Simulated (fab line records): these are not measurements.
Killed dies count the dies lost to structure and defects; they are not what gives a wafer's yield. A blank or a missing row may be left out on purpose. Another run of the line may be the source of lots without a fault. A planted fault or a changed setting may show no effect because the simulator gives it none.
What tool caused it? || flow berkeley_cmos170 || 7 lots, 21 wafers sampled, at 2 steps of a route of 331

== WHAT THE GAUGES READ, wafer by wafer ==
UCB170_PFIELD_TW_MEAS_09.
{"lot": "L814", "measured": "day 5 04:59", "on": "film_metro-02", "PFIELD_TW": "600 599 599"}
{"lot": "L816", "measured": "day 5 18:40", "on": "film_metro-04", "PFIELD_TW": "600 600 599"}
{"lot": "L820", "measured": "day 6 16:53", "on": "film_metro-01", "PFIELD_TW": "588 591 591"}
{"lot": "L822", "measured": "day 6 16:23", "on": "film_metro-04", "PFIELD_TW": "606 607 607"}
{"lot": "L827", "measured": "day 8 03:13", "on": "film_metro-04", "PFIELD_TW": "604 606 602"}
{"lot": "L832", "measured": "day 9 00:14", "on": "film_metro-01", "PFIELD_TW": "564 569 566"}
{"lot": "L835", "measured": "day 9 23:46", "on": "film_metro-02", "PFIELD_TW": "597 600 597"}

== TOOL THAT RAN EACH LOT (tool first, then ch and the chambers of the sampled wafers, then the start) ==
{"lot": "L814", "UCB170_PFIELD_IMPLANT_07": "implanter-04 ch 0, day 5 04:44"}
{"lot": "L816", "UCB170_PFIELD_IMPLANT_07": "implanter-04 ch 0, day 5 18:26"}
{"lot": "L820", "UCB170_PFIELD_IMPLANT_07": "implanter-04 ch 0, day 6 16:38"}
{"lot": "L822", "UCB170_PFIELD_IMPLANT_07": "implanter-04 ch 0, day 6 16:09"}
{"lot": "L827", "UCB170_PFIELD_IMPLANT_07": "implanter-03 ch 0, day 8 02:58"}
{"lot": "L832", "UCB170_PFIELD_IMPLANT_07": "implanter-03 ch 0, day 9 00:01"}
{"lot": "L835", "UCB170_PFIELD_IMPLANT_07": "implanter-04 ch 0, day 9 23:31"}
- UCB170_PFIELD_IMPLANT_07

== THE ANSWER, worked out from the rows above alone ==
Rule: what is usual is taken from the lots themselves. The widest of any qualifying gaps counts: lots, ordered by their means at a reading, are off when they make up no more than a third of the lots, leave a main group of 4 or more, and stand apart from it by 3 or more times the standard deviation of that group's means. The tables above print the reading to a certain number of digits; a main group whose means all agree to those digits is not used. A lot without any number at a reading at which 4 lots or more have one is off too. Any other lot the step has rows for is counted as sound.
Off: at UCB170_PFIELD_TW_MEAS_09 (PFIELD_TW), L832. For the main group the mean is 600 and the standard deviation 5.2.
A tool fits if, at a process step before that reading, it ran every lot that is off, and no sound lot after the first of them. The gauges at UCB170_PFIELD_TW_MEAS_09 are tried like those tools. Can't be told from this: 2 tools fit, implanter-03 at UCB170_PFIELD_IMPLANT_07, film_metro-01 at UCB170_PFIELD_TW_MEAS_09.

== WHAT THE SIMULATOR HAD PUT IN ==
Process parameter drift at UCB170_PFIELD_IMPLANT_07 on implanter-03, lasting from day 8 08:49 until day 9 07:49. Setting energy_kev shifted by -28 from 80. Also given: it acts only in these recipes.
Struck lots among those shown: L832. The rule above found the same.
